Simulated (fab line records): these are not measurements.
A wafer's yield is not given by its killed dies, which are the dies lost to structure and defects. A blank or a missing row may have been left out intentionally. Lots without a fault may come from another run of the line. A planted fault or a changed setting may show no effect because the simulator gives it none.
fab line records + flow rit_cmos
record:
- lots: 15
- wafers: 45
- last_day: 7
route steps=202 shown PWELL@45 GATE@89 CONTACT@179 M1@198
lots that met no fault: from a run of the same line without faults
start_h: start of the lot's first displayed wafer, in hours after the record's first day + wait_h: time in hours since the lot's previous step + " unchanged from the row above + L1.1+2: a row that stands for several wafers + - no value present, or no start provided + * or withheld: withheld + < > ~ a bound
route shown NAME@n: names a module that has steps shown in the file, with the first one's number in the route + usual: mean and standard deviation over wafers with no fault + same: alike in all rows + chamber/n: place in a boat + sites: readings site by site + _std_site: the values' standard deviation + _edge_site: mean of outer sites minus mean of inner sites + radius_mm: how far each site lies from the wafer's centre + mask NAME#n: copy n + behind: the tool/chamber that last shaped the wafer + hold: what put the lot on hold/how long, in hours/how the hold closed + device: whichever transistor did not switch (one of n, p or np) + end of line: the same wafers' tests at the end of the route + where a step has no rows: the recipe by itself + killed: dies lost to structure and defects at the first sort, not the wafer's yield + map: a wafer's dies, marking killed ones x, the rest . and places with no die _
set.NAME: setting as actually run; set.NAME@STEP: the setting as run at that earlier step + model.NAME: the simulator's own value behind a step, which no gauge read
a sample of lots followed through the steps of the route, with each step as a table and each wafer as a row
services: a tool's chamber out of use, with start hour (start_h, from the record's first day; less than 0 if before it), hours out, and reason
== steps ==
step: RIT_PWELL_OVL_MEAS_06
usual:
- PWELL_OVL: 0.1/1.3
| lot.wafer | tool       | chamber | start_h | wait_h | PWELL_OVL[nm] |
|-----------|------------|---------|---------|--------|---------------|
| L578.1    | overlay-02 | -       | 23.78   | -      | -1.3          |
| L578.3    | "          | -       | "       | "      | -1.4          |
| L578.6    | "          | -       | "       | "      | -1.6          |
| L579.1    | overlay-02 | -       | 28.00   | -      | 1.8           |
| L579.3    | "          | -       | "       | "      | 1.7           |
| L579.6    | "          | -       | "       | "      | 2.2           |
| L580.1    | overlay-02 | -       | 33.90   | -      | 0.8           |
| L580.5    | "          | -       | "       | "      | 1.4           |
| L580.6    | "          | -       | "       | "      | -0.6          |
| L582.1    | overlay-02 | -       | 43.43   | -      | -0.3          |
| L582.4    | "          | -       | "       | "      | -1.0          |
| L582.5    | "          | -       | "       | "      | -0.2          |
| L583.1    | overlay-02 | -       | 48.19   | -      | 2.3           |
| L583.4    | "          | -       | "       | "      | 2.7           |
| L583.5    | "          | -       | "       | "      | -0.9          |
| L584.1    | overlay-01 | -       | 53.50   | -      | -0.5          |
| L584.5    | "          | -       | "       | "      | -1.3          |
| L584.6    | "          | -       | "       | "      | -0.3          |
| L587.1    | overlay-02 | -       | 72.39   | -      | -1.5          |
| L587.2    | "          | -       | "       | "      | 0.3           |
| L587.4    | "          | -       | "       | "      | -1.4          |
| L588.2    | overlay-02 | -       | 75.11   | -      | 2.0           |
| L588.3    | "          | -       | "       | "      | -0.3          |
| L588.6    | "          | -       | "       | "      | 0.0           |
| L589.2    | overlay-01 | -       | 78.11   | -      | -1.1          |
| L589.3    | "          | -       | "       | "      | 0.1           |
| L589.5    | "          | -       | "       | "      | -0.4          |
| L590.1    | overlay-02 | -       | 83.73   | -      | 0.1           |
| L590.4    | "          | -       | "       | "      | -0.5          |
| L590.6    | "          | -       | "       | "      | -0.2          |
| L591.4    | overlay-02 | -       | 88.56   | -      | -0.7          |
| L591.5    | "          | -       | "       | "      | -0.2          |
| L591.6    | "          | -       | "       | "      | -0.7          |
| L594.1    | overlay-02 | -       | 103.66  | -      | 3.7           |
| L594.4    | "          | -       | "       | "      | 1.1           |
| L594.6    | "          | -       | "       | "      | 1.9           |
| L595.1    | overlay-02 | -       | 108.64  | -      | 1.2           |
| L595.2    | "          | -       | "       | "      | 1.1           |
| L595.5    | "          | -       | "       | "      | 0.7           |
| L598.1    | overlay-01 | -       | 123.80  | -      | -0.8          |
| L598.3    | "          | -       | "       | "      | -0.1          |
| L598.6    | "          | -       | "       | "      | 0.2           |
| L600.4    | overlay-02 | -       | 134.23  | -      | -1.6          |
| L600.5    | "          | -       | "       | "      | 0.6           |
| L600.6    | "          | -       | "       | "      | -2.5          |
step: RIT_GATE_EXPOSE_13
recipe:
- mask_id: M6
- na: 0.6
- source_shape: conventional
- sigma_outer: 0.6
- target_cd_nm: 150
- dose_mj: 380
usual:
- exposure_dose_mJ_cm2: 379.9/0.31
- reticle_temp_C: 23.00/0.1
- stage_vel_mm_s: 499.95/0.24
same:
- na: 0.6
| lot.wafer | tool             | chamber | start_h | wait_h | mask | exposure_dose_mJ_cm2 | reticle_temp_C | stage_vel_mm_s |
|-----------|------------------|---------|---------|--------|------|----------------------|----------------|----------------|
| L578.1    | iline_stepper-02 | 0       | 40.51   | 0.1    | M6#0 | 379.4                | 22.92          | 500.10         |
| L578.3    | "                | 0       | "       | "      | M6#0 | 379.8                | 23.01          | 499.98         |
| L578.6    | "                | 0       | "       | "      | M6#0 | 380.1                | 23.19          | 500.21         |
| L579.1    | iline_stepper-02 | 0       | 42.13   | 0.1    | M6#0 | 379.3                | 22.95          | 499.98         |
| L579.3    | "                | 0       | "       | "      | M6#0 | 379.6                | 23.09          | 500.24         |
| L579.6    | "                | 0       | "       | "      | M6#0 | 379.7                | 23.06          | 499.36         |
| L580.1    | iline_stepper-02 | 0       | 51.58   | 0.1    | M6#0 | 380.7                | 22.90          | 499.66         |
| L580.5    | "                | 0       | "       | "      | M6#0 | 379.8                | 22.94          | 499.63         |
| L580.6    | "                | 0       | "       | "      | M6#0 | 379.3                | 22.97          | 499.39         |
| L582.1    | iline_stepper-02 | 0       | 58.17   | 0.1    | M6#0 | 378.7                | 23.04          | 499.90         |
| L582.4    | "                | 0       | "       | "      | M6#0 | 379.3                | 23.08          | 499.77         |
| L582.5    | "                | 0       | "       | "      | M6#0 | 379.4                | 22.87          | 499.74         |
| L583.1    | iline_stepper-01 | 0       | 63.11   | 0.2    | M6#0 | 380.3                | 23.06          | 500.06         |
| L583.4    | "                | 0       | "       | "      | M6#0 | 380.1                | 23.07          | 500.14         |
| L583.5    | "                | 0       | "       | "      | M6#0 | 379.9                | 22.88          | 499.84         |
| L584.1    | iline_stepper-02 | 0       | 67.83   | 0.2    | M6#0 | 379.2                | 22.87          | 500.29         |
| L584.5    | "                | 0       | "       | "      | M6#0 | 380.3                | 23.09          | 500.17         |
| L584.6    | "                | 0       | "       | "      | M6#0 | 379.9                | 22.86          | 500.19         |
| L587.1    | iline_stepper-02 | 0       | 87.00   | 0.1    | M6#0 | 379.9                | 23.00          | 500.00         |
| L587.2    | "                | 0       | "       | "      | M6#0 | 379.9                | 22.94          | 499.94         |
| L587.4    | "                | 0       | "       | "      | M6#0 | 380.0                | 23.03          | 500.05         |
| L588.2    | iline_stepper-02 | 0       | 89.61   | 0.2    | M6#0 | 379.7                | 22.94          | 499.61         |
| L588.3    | "                | 0       | "       | "      | M6#0 | 379.5                | 22.97          | 499.63         |
| L588.6    | "                | 0       | "       | "      | M6#0 | 379.4                | 23.09          | 499.95         |
| L589.2    | iline_stepper-02 | 0       | 91.63   | 0.1    | M6#0 | 379.8                | 23.13          | 499.89         |
| L589.3    | "                | 0       | "       | "      | M6#0 | 380.1                | 23.07          | 500.19         |
| L589.5    | "                | 0       | "       | "      | M6#0 | 379.6                | 23.07          | 499.56         |
| L590.1    | iline_stepper-01 | 0       | 100.98  | 0.2    | M6#0 | 379.9                | 23.10          | 499.93         |
| L590.4    | "                | 0       | "       | "      | M6#0 | 380.1                | 22.98          | 499.81         |
| L590.6    | "                | 0       | "       | "      | M6#0 | 379.8                | 23.00          | 499.53         |
| L591.4    | iline_stepper-01 | 0       | 103.40  | 0.2    | M6#0 | 380.0                | 23.00          | 499.96         |
| L591.5    | "                | 0       | "       | "      | M6#0 | 380.4                | 22.84          | 500.43         |
| L591.6    | "                | 0       | "       | "      | M6#0 | 380.1                | 23.05          | 500.01         |
| L594.1    | iline_stepper-02 | 0       | 119.17  | 0.2    | M6#0 | 302.8                | 23.05          | 499.85         |
| L594.4    | "                | 0       | "       | "      | M6#0 | 303.1                | 22.93          | 499.80         |
| L594.6    | "                | 0       | "       | "      | M6#0 | 302.5                | 22.97          | 500.02         |
| L595.1    | iline_stepper-02 | 0       | 123.54  | 0.1    | M6#0 | 318.2                | 22.94          | 500.21         |
| L595.2    | "                | 0       | "       | "      | M6#0 | 318.6                | 23.04          | 499.78         |
| L595.5    | "                | 0       | "       | "      | M6#0 | 318.0                | 23.07          | 500.13         |
| L598.1    | iline_stepper-01 | 0       | 140.47  | 0.1    | M6#0 | 379.8                | 22.88          | 500.01         |
| L598.3    | "                | 0       | "       | "      | M6#0 | 379.6                | 22.93          | 500.20         |
| L598.6    | "                | 0       | "       | "      | M6#0 | 380.4                | 22.88          | 500.15         |
| L600.4    | iline_stepper-02 | 0       | 149.93  | 0.2    | M6#0 | 330.1                | 22.92          | 500.09         |
| L600.5    | "                | 0       | "       | "      | M6#0 | 331.0                | 22.91          | 499.77         |
| L600.6    | "                | 0       | "       | "      | M6#0 | 330.8                | 23.01          | 500.18         |
step: RIT_GATE_CD_MEAS_16
recipe:
- target_cd_nm: 150
usual:
- cd_nm: 149.8/2.3
| lot.wafer | tool      | chamber | start_h | wait_h | cd_nm |
|-----------|-----------|---------|---------|--------|-------|
| L578.1    | cd_sem-02 | -       | 40.91   | -      | 150.4 |
| L578.3    | "         | -       | "       | "      | 150.4 |
| L578.6    | "         | -       | "       | "      | 151.8 |
| L579.1    | cd_sem-02 | -       | 42.53   | -      | 152.0 |
| L579.3    | "         | -       | "       | "      | 150.2 |
| L579.6    | "         | -       | "       | "      | 150.7 |
| L580.1    | cd_sem-02 | -       | 51.98   | -      | 150.8 |
| L580.5    | "         | -       | "       | "      | 149.7 |
| L580.6    | "         | -       | "       | "      | 151.0 |
| L582.1    | cd_sem-02 | -       | 58.57   | -      | 153.9 |
| L582.4    | "         | -       | "       | "      | 155.9 |
| L582.5    | "         | -       | "       | "      | 155.4 |
| L583.1    | cd_sem-02 | -       | 63.51   | -      | 153.5 |
| L583.4    | "         | -       | "       | "      | 151.2 |
| L583.5    | "         | -       | "       | "      | 152.5 |
| L584.1    | cd_sem-02 | -       | 68.23   | -      | 148.6 |
| L584.5    | "         | -       | "       | "      | 146.7 |
| L584.6    | "         | -       | "       | "      | 146.3 |
| L587.1    | cd_sem-01 | -       | 87.40   | -      | 152.3 |
| L587.2    | "         | -       | "       | "      | 152.0 |
| L587.4    | "         | -       | "       | "      | 150.3 |
| L588.2    | cd_sem-02 | -       | 90.01   | -      | 148.2 |
| L588.3    | "         | -       | "       | "      | 150.7 |
| L588.6    | "         | -       | "       | "      | 148.2 |
| L589.2    | cd_sem-02 | -       | 92.03   | -      | 150.7 |
| L589.3    | "         | -       | "       | "      | 151.2 |
| L589.5    | "         | -       | "       | "      | 149.2 |
| L590.1    | cd_sem-02 | -       | 101.38  | -      | 145.8 |
| L590.4    | "         | -       | "       | "      | 148.6 |
| L590.6    | "         | -       | "       | "      | 148.2 |
| L591.4    | cd_sem-02 | -       | 103.81  | -      | 148.4 |
| L591.5    | "         | -       | "       | "      | 148.0 |
| L591.6    | "         | -       | "       | "      | 149.3 |
| L594.1    | cd_sem-01 | -       | 119.57  | -      | 267.6 |
| L594.4    | "         | -       | "       | "      | 266.0 |
| L594.6    | "         | -       | "       | "      | 265.5 |
| L595.1    | cd_sem-02 | -       | 123.94  | -      | 240.5 |
| L595.2    | "         | -       | "       | "      | 239.9 |
| L595.5    | "         | -       | "       | "      | 240.3 |
| L598.1    | cd_sem-01 | -       | 140.87  | -      | 145.4 |
| L598.3    | "         | -       | "       | "      | 145.6 |
| L598.6    | "         | -       | "       | "      | 149.1 |
| L600.4    | cd_sem-02 | -       | 150.33  | -      | 218.5 |
| L600.5    | "         | -       | "       | "      | 219.5 |
| L600.6    | "         | -       | "       | "      | 219.8 |
step: RIT_CONTACT_ETCH_11
recipe:
- target_depth_a: 4800
- over_etch_frac: 0.2
- stop_on: TiSi2
- chemistry: CHF3/CF4/Ar
- target: SiO2
- CHF3_flow_sccm: 50
- cf4_flow_sccm: 10
- Ar_flow_sccm: 100
- O2_flow_sccm: 5
- pressure_mtorr: 100
- rf_w: 200
- time_s: 320
usual:
- drypump_motor_current_A: 5.6/0.54
- oes_product_au: 0.994/0.01
- throttle_valve_pct: 8.81/0.14
| lot.wafer | tool        | chamber | start_h | wait_h | drypump_motor_current_A | oes_product_au | rf_hours_counter_h | throttle_valve_pct |
|-----------|-------------|---------|---------|--------|-------------------------|----------------|--------------------|--------------------|
| L578.1    | rie_diel-03 | 1       | 56.37   | 0.1    | 5.0                     | 0.987          | 134                | 8.83               |
| L578.3    | "           | 0       | "       | "      | 4.9                     | 1.006          | 12                 | 9.06               |
| L578.6    | "           | 1       | "       | "      | 5.0                     | 0.985          | -                  | 8.81               |
| L579.1    | rie_diel-02 | 1       | 59.03   | 0.1    | 5.7                     | 0.988          | 85                 | 8.96               |
| L579.3    | "           | 2       | "       | "      | 5.5                     | 0.996          | 49                 | 8.87               |
| L579.6    | "           | 3       | "       | "      | 5.1                     | 0.987          | -                  | 8.67               |
| L580.1    | rie_diel-01 | 2       | 68.19   | 0.1    | 6.3                     | 1.015          | 156                | 8.69               |
| L580.5    | "           | 0       | "       | "      | 6.2                     | 0.983          | -                  | 8.93               |
| L580.6    | "           | 3       | "       | "      | 6.7                     | 0.997          | -                  | 8.76               |
| L582.1    | rie_diel-02 | 1       | 74.94   | 0.1    | 5.7                     | 0.991          | 86                 | 8.97               |
| L582.4    | "           | 3       | "       | "      | 5.2                     | 0.996          | 8                  | 8.69               |
| L582.5    | "           | 1       | "       | "      | 5.7                     | 0.994          | -                  | 8.96               |
| L583.1    | rie_diel-01 | 1       | 79.06   | 0.1    | 6.0                     | 1.010          | 147                | 8.97               |
| L583.4    | "           | 3       | "       | "      | 6.7                     | 1.004          | 79                 | 8.76               |
| L583.5    | "           | 3       | "       | "      | 6.7                     | 1.004          | -                  | 8.78               |
| L584.1    | rie_diel-03 | 2       | 83.69   | 0.1    | 5.1                     | 0.977          | 41                 | 8.78               |
| L584.5    | "           | 2       | "       | "      | 5.1                     | 0.982          | -                  | 8.78               |
| L584.6    | "           | 3       | "       | "      | 5.8                     | 0.997          | -                  | 8.61               |
| L587.1    | rie_diel-02 | 2       | 104.21  | 0.1    | 5.5                     | 0.987          | 50                 | 8.87               |
| L587.2    | "           | 0       | "       | "      | 5.7                     | 0.984          | 90                 | 8.75               |
| L587.4    | "           | 2       | "       | "      | 5.5                     | 0.992          | -                  | 8.88               |
| L588.2    | rie_diel-03 | 1       | 107.10  | 0.1    | 5.0                     | 0.990          | 135                | 8.82               |
| L588.3    | "           | 3       | "       | "      | 5.7                     | 0.993          | 120                | 8.60               |
| L588.6    | "           | 3       | "       | "      | 5.8                     | 0.996          | -                  | 8.59               |
| L589.2    | rie_diel-02 | 2       | 109.31  | 0.1    | 5.5                     | 0.993          | 50                 | 8.87               |
| L589.3    | "           | 2       | "       | "      | 5.5                     | 0.996          | -                  | 8.88               |
| L589.5    | "           | 2       | "       | "      | 5.5                     | 0.987          | -                  | 8.88               |
| L590.1    | rie_diel-01 | 0       | 116.80  | 0.1    | 6.2                     | 0.975          | 144                | 8.93               |
| L590.4    | "           | 2       | "       | "      | 6.3                     | 1.004          | 157                | 8.70               |
| L590.6    | "           | 1       | "       | "      | 6.0                     | 1.007          | -                  | 8.97               |
| L591.4    | rie_diel-03 | 2       | 120.72  | 0.1    | 5.1                     | 0.978          | 42                 | 8.78               |
| L591.5    | "           | 0       | "       | "      | 4.9                     | 1.010          | -                  | 9.06               |
| L591.6    | "           | 1       | "       | "      | 5.0                     | 0.987          | -                  | 8.83               |
| L598.1    | rie_diel-03 | 3       | 157.16  | 0.1    | 5.8                     | 0.994          | 121                | 8.59               |
| L598.3    | "           | 2       | "       | "      | 5.1                     | 0.980          | 43                 | 8.76               |
| L598.6    | "           | 3       | "       | "      | 5.8                     | 0.994          | -                  | 8.60               |
step: RIT_M1_STRIP_14
recipe:
- chemistry: O2
- time_s: 180
- platen_temp_c: withheld
- power_w: 500
- pressure_mtorr: 4000
- o2_flow_sccm: 4000
usual:
- drypump_motor_current_A: 5.5/0.44
| lot.wafer | tool            | chamber | start_h | wait_h | drypump_motor_current_A | rf_hours_counter_h |
|-----------|-----------------|---------|---------|--------|-------------------------|--------------------|
| L578.1    | plasma_asher-01 | 1       | 59.62   | 0.0    | 5.1                     | 45                 |
| L578.3    | "               | 0       | "       | "      | 6.1                     | -                  |
| L578.6    | "               | 0       | "       | "      | 6.2                     | -                  |
| L579.1    | plasma_asher-01 | 1       | 62.00   | 0.0    | 5.1                     | 45                 |
| L579.3    | "               | 0       | "       | "      | 6.1                     | -                  |
| L579.6    | "               | 0       | "       | "      | 6.2                     | -                  |
| L580.1    | plasma_asher-03 | 1       | 71.56   | 0.0    | 5.4                     | 23                 |
| L580.5    | "               | 1       | "       | "      | 5.4                     | -                  |
| L580.6    | "               | 0       | "       | "      | 5.2                     | -                  |
| L582.1    | plasma_asher-03 | 0       | 77.87   | 0.0    | 5.1                     | 24                 |
| L582.4    | "               | 1       | "       | "      | 5.4                     | -                  |
| L582.5    | "               | 0       | "       | "      | 5.1                     | -                  |
| L583.1    | plasma_asher-01 | 1       | 82.54   | 0.0    | 5.1                     | 47                 |
| L583.4    | "               | 1       | "       | "      | 5.1                     | -                  |
| L583.5    | "               | 0       | "       | "      | 6.2                     | -                  |
| L584.1    | plasma_asher-03 | 0       | 87.07   | 0.0    | 5.2                     | 25                 |
| L584.5    | "               | 1       | "       | "      | 5.4                     | -                  |
| L584.6    | "               | 0       | "       | "      | 5.2                     | -                  |
| L587.1    | plasma_asher-04 | 1       | 107.46  | 0.0    | 6.1                     | 46                 |
| L587.2    | "               | 0       | "       | "      | 5.2                     | 46                 |
| L587.4    | "               | 1       | "       | "      | 6.0                     | -                  |
| L588.2    | plasma_asher-04 | 0       | 110.35  | 0.0    | 5.3                     | 47                 |
| L588.3    | "               | 1       | "       | "      | 6.0                     | -                  |
| L588.6    | "               | 0       | "       | "      | 5.3                     | -                  |
| L589.2    | plasma_asher-01 | 1       | 112.66  | 0.0    | 5.1                     | 51                 |
| L589.3    | "               | 1       | "       | "      | 5.1                     | -                  |
| L589.5    | "               | 0       | "       | "      | 6.2                     | -                  |
| L590.1    | plasma_asher-01 | 0       | 119.90  | 0.0    | 6.1                     | 52                 |
| L590.4    | "               | 1       | "       | "      | 5.1                     | -                  |
| L590.6    | "               | 1       | "       | "      | 5.1                     | -                  |
| L591.4    | plasma_asher-04 | 1       | 123.72  | 0.1    | 6.0                     | -                  |
| L591.5    | "               | 0       | "       | "      | 5.3                     | -                  |
| L591.6    | "               | 1       | "       | "      | 6.0                     | -                  |
| L598.1    | plasma_asher-01 | 1       | 160.45  | 0.0    | 5.1                     | 56                 |
| L598.3    | "               | 1       | "       | "      | 5.1                     | -                  |
| L598.6    | "               | 0       | "       | "      | 6.1                     | -                  |
step: RIT_M1_PROBE_99
usual:
- killed_at_contacts: 0.1/0.32
- killed_at_front_end: 7/3
- killed_dies: 7/3.1
- killed_on_rim: 1.9/1.5
- killed_open: 3.3/1.8
- killed_short: 3.6/2
same:
- gross_dies: 264
- killed_at_M0_to_M3: 0
- killed_at_M4_up: 0
- killed_at_back_side: 0
- killed_at_other: 0
| lot.wafer | tool      | chamber | start_h | wait_h | killed_at_contacts | killed_at_front_end | killed_dies | killed_on_rim | killed_open | killed_short |
|-----------|-----------|---------|---------|--------|--------------------|---------------------|-------------|---------------|-------------|--------------|
| L584.1    | prober-01 | -       | 88.99   | 0.1    | 0                  | 6                   | 6           | 2             | 1           | 5            |
| L584.5    | prober-01 | -       | 89.19   | 0.2    | 0                  | 2                   | 2           | 0             | 0           | 2            |
| L584.6    | prober-01 | -       | 89.24   | 0.2    | 0                  | 3                   | 3           | 1             | 1           | 2            |
| L588.2    | prober-01 | -       | 112.32  | 0.1    | 0                  | 7                   | 7           | 2             | 2           | 5            |
| L588.3    | prober-01 | -       | 112.37  | 0.2    | 0                  | 8                   | 8           | 2             | 5           | 3            |
| L588.6    | prober-01 | -       | 112.52  | 0.2    | 0                  | 7                   | 7           | 1             | 2           | 5            |
| L589.2    | prober-02 | -       | 114.63  | 0.1    | 0                  | 5                   | 5           | 4             | 3           | 2            |
| L589.3    | prober-02 | -       | 114.68  | 0.2    | 1                  | 4                   | 5           | 3             | 4           | 1            |
| L589.5    | prober-02 | -       | 114.78  | 0.2    | 0                  | 6                   | 6           | 0             | 3           | 3            |
| L590.1    | prober-01 | -       | 121.81  | 0.1    | 0                  | 4                   | 4           | 2             | 2           | 2            |
| L590.4    | prober-01 | -       | 121.96  | 0.2    | 0                  | 14                  | 14          | 5             | 9           | 5            |
| L590.6    | prober-01 | -       | 122.06  | 0.2    | 0                  | 9                   | 9           | 4             | 5           | 4            |
| L591.4    | prober-02 | -       | 125.72  | 0.2    | 0                  | 6                   | 6           | 1             | 3           | 3            |
| L591.5    | prober-02 | -       | 125.77  | 0.2    | 2                  | 10                  | 12          | 3             | 7           | 5            |
| L591.6    | prober-02 | -       | 125.82  | 0.2    | 0                  | 12                  | 12          | 4             | 3           | 9            |
| L594.1    | prober-01 | -       | 140.73  | 0.1    | 0                  | 264                 | 264         | 70            | 2           | 4            |
| L594.4    | prober-01 | -       | 140.88  | 0.2    | 0                  | 264                 | 264         | 70            | 2           | 2            |
| L594.6    | prober-01 | -       | 140.98  | 0.2    | 0                  | 264                 | 264         | 70            | 5           | 1            |
| L595.1    | prober-02 | -       | 144.08  | 0.1    | 0                  | 264                 | 264         | 70            | 6           | 6            |
| L595.2    | prober-02 | -       | 144.13  | 0.1    | 0                  | 264                 | 264         | 70            | 5           | 2            |
| L595.5    | prober-02 | -       | 144.28  | 0.2    | 0                  | 264                 | 264         | 70            | 5           | 5            |
| L600.4    | prober-01 | -       | 174.29  | 0.2    | 0                  | 264                 | 264         | 70            | 2           | 4            |
| L600.5    | prober-01 | -       | 174.34  | 0.2    | 0                  | 264                 | 264         | 70            | 4           | 3            |
| L600.6    | prober-01 | -       | 174.39  | 0.2    | 0                  | 264                 | 264         | 70            | 4           | 1            |
killed by level:class
L584.1 GATE:geometric_particle:short=5 GATE:geometric_particle:open=1
L584.5 GATE:geometric_particle:short=2
L584.6 FOX1:geometric_particle:short=1 GATE:geometric_particle:short=1 REOX:geometric_particle:open=1
L588.2 REOX:geometric_particle:short=3 GATE:geometric_particle:short=1 GATE:geometric_particle:open=1 REOX:geometric_particle:open=1 SILICIDE:geometric_particle:short=1
L588.3 GATE:geometric_particle:open=3 REOX:geometric_particle:short=2 FOX1:geometric_particle:open=1 GATE:geometric_particle:short=1 REOX:geometric_particle:open=1
L588.6 GATE:geometric_particle:short=3 FOX1:geometric_particle:short=1 SPACER:geometric_particle:short=1 SPACER:geometric_particle:open=1 SILICIDE:geometric_particle:open=1
L589.2 GATE:geometric_particle:open=2 SPACER:geometric_particle:short=1 SILICIDE:geometric_particle:open=1 SILICIDE:geometric_particle:short=1
L589.3 GATE:geometric_particle:open=2 FOX1:geometric_particle:open=1 GATE:geometric_particle:short=1 CONTACT:geometric_particle:open=1
L589.5 GATE:geometric_particle:open=2 FOX1:geometric_particle:short=1 FOX1:geometric_particle:open=1 GATE:geometric_particle:short=1 SILICIDE:geometric_particle:short=1
L590.1 FOX1:geometric_particle:short=1 FOX1:geometric_particle:open=1 GATE:geometric_particle:short=1 GATE:geometric_particle:open=1
L590.4 SILICIDE:geometric_particle:open=5 GATE:geometric_particle:open=2 SILICIDE:geometric_particle:short=2 FOX1:geometric_particle:short=1 REOX:geometric_particle:open=1 REOX:geometric_particle:short=1 SPACER:geometric_particle:open=1 SPACER:geometric_particle:short=1
L590.6 FOX2:geometric_particle:open=2 GATE:geometric_particle:open=2 FOX1:geometric_particle:short=1 GATE:geometric_particle:short=1 REOX:geometric_particle:open=1 REOX:geometric_particle:short=1 SPACER:geometric_particle:short=1
L591.4 FOX1:geometric_particle:open=3 FOX1:geometric_particle:short=2 SILICIDE:geometric_particle:short=1
L591.5 GATE:geometric_particle:open=2 SILICIDE:geometric_particle:open=2 CONTACT:geometric_particle:short=2 FOX1:geometric_particle:open=1 FOX1:geometric_particle:short=1 FOX2:geometric_particle:open=1 SPACER:geometric_particle:open=1 SPACER:geometric_particle:short=1
L591.6 SILICIDE:geometric_particle:short=4 GATE:geometric_particle:open=2 FOX1:geometric_particle:open=1 FOX1:geometric_particle:short=1 FOX2:geometric_particle:short=1 GATE:geometric_particle:short=1 REOX:geometric_particle:short=1 SPACER:geometric_particle:short=1
L594.1 GATE:area_expose=258 FOX1:geometric_particle:open=1 GATE:geometric_particle:short=1 REOX:geometric_particle:short=1 SPACER:geometric_particle:short=1 SPACER:geometric_particle:open=1 SILICIDE:geometric_particle:short=1
L594.4 GATE:area_expose=260 FOX1:geometric_particle:open=1 FOX2:geometric_particle:short=1 GATE:geometric_particle:open=1 GATE:geometric_particle:short=1
L594.6 GATE:area_expose=258 SPACER:geometric_particle:open=3 GATE:geometric_particle:open=1 REOX:geometric_particle:short=1 SILICIDE:geometric_particle:open=1
L595.1 GATE:area_expose=252 SILICIDE:geometric_particle:open=3 FOX1:geometric_particle:short=2 FOX2:geometric_particle:short=2 SILICIDE:geometric_particle:short=2 SPACER:geometric_particle:open=1 FOX1:geometric_particle:open=1 FOX2:geometric_particle:open=1
L595.2 GATE:area_expose=257 SPACER:geometric_particle:open=3 SILICIDE:geometric_particle:short=2 FOX2:geometric_particle:open=1 REOX:geometric_particle:open=1
L595.5 GATE:area_expose=254 FOX1:geometric_particle:short=2 GATE:geometric_particle:open=2 SPACER:geometric_particle:open=2 FOX2:geometric_particle:open=1 REOX:geometric_particle:short=1 SPACER:geometric_particle:short=1 SILICIDE:geometric_particle:short=1
L600.4 GATE:area_expose=257 SPACER:geometric_particle:short=3 ACTIVE:geometric_particle:open=1 FOX1:geometric_particle:short=1 GATE:geometric_particle:open=1 PRETRO:coat_microbubble_printed=1
L600.5 GATE:area_expose=257 REOX:geometric_particle:open=3 FOX1:geometric_particle:short=1 FOX1:geometric_particle:open=1 FOX2:geometric_particle:short=1 REOX:geometric_particle:short=1
L600.6 GATE:area_expose=259 SPACER:geometric_particle:open=2 FOX1:geometric_particle:open=1 FOX1:geometric_particle:short=1 SILICIDE:geometric_particle:open=1
== services ==
| tool             | chamber | start_h | hours | kind           |
|------------------|---------|---------|-------|----------------|
| rie_diel-02      | -       | 26.24   | 2.8   | pm             |
| rie_diel-02      | 3       | 34.64   | 1.4   | repair         |
| iline_stepper-01 | -       | 35.95   | 1.7   | pm             |
| rie_diel-03      | -       | 45.61   | 2.8   | pm             |
| iline_stepper-02 | 0       | 58.50   | -     | calibration    |
| rie_diel-03      | 0       | 65.07   | 4.6   | repair         |
| plasma_asher-04  | -       | 66.74   | 3.4   | repair         |
| rie_diel-02      | 1       | 77.01   | 33.7  | repair         |
| iline_stepper-01 | -       | 90.75   | 4.4   | pm             |
| iline_stepper-02 | -       | 97.09   | 1.7   | pm             |
| rie_diel-02      | 0       | 105.67  | 10.8  | repair         |
| plasma_asher-03  | -       | 107.98  | 6.8   | repair         |
| rie_diel-01      | 2       | 117.40  | -     | clean          |
| rie_diel-01      | 2       | 117.40  | 20.2  | scheduled_down |
| rie_diel-01      | 2       | 117.40  | 20.2  | vent_cycle     |
| rie_diel-02      | 1       | 122.31  | 3.4   | repair         |
| plasma_asher-04  | -       | 155.19  | 0.7   | repair         |
| rie_diel-01      | 1       | 157.92  | -     | clean          |
| rie_diel-01      | 1       | 157.92  | 17.2  | scheduled_down |
| rie_diel-01      | 1       | 157.92  | 17.2  | vent_cycle     |
== key ==
first_sign:
- step: RIT_GATE_EXPOSE_13
- reading: exposure_dose_mJ_cm2
- direction: down
- sigmas: 99+
- usual: 379.9
- struck: 317.2
effect:
- step: RIT_GATE_CD_MEAS_16
- reading: cd_nm
- direction: up
- sigmas: 40
- usual: 149.8
- struck: 242.0
- through: control_loop
effect:
- step: RIT_M1_PROBE_99
- reading: killed_at_front_end
- direction: up
- sigmas: 84
- usual: 7
- struck: 264
more_kills_born_at:
- RIT_GATE_EXPOSE_13@iline_stepper-02: 2312
met_at RIT_GATE_EXPOSE_13
struck_lots L594,L595,L600
later_rows_left_out L594.1,L594.4,L594.6,L595.1,L595.2,L595.5,L600.4,L600.5,L600.6
tester_left_out L594,L595,L600
loop_trim:
- step: RIT_GATE_EXPOSE_13
- setting: dose
- lots: L595,L600
not_acting_at RIT_PWELL_OVL_MEAS_06,RIT_CONTACT_ETCH_11,RIT_M1_STRIP_14
onset_between 91.63 119.17
fault:
- kind: process_parameter_drift
- tool: iline_stepper-02
- chamber: -
- onset_h: 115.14
- steps: RIT_GATE_EXPOSE_13
- channel: dose_mj
- offset: -76.963
- shape: step
- acts_in: these_recipes_only
- stated: 380
tester_left_out: of these lots the tester's yield and bins aren't shown, on N5 and GAA mostly nor the transistor test; their killed dies are dies lost to structure and defects alone, not to doping, threshold or leakage, so they don't give the yield
later_rows_left_out: the simulator's readings of these wafers behind a module that went badly wrong aren't trusted and aren't shown, but for the sort
loop_trim: a control loop set the setting to another value than it would have without faults
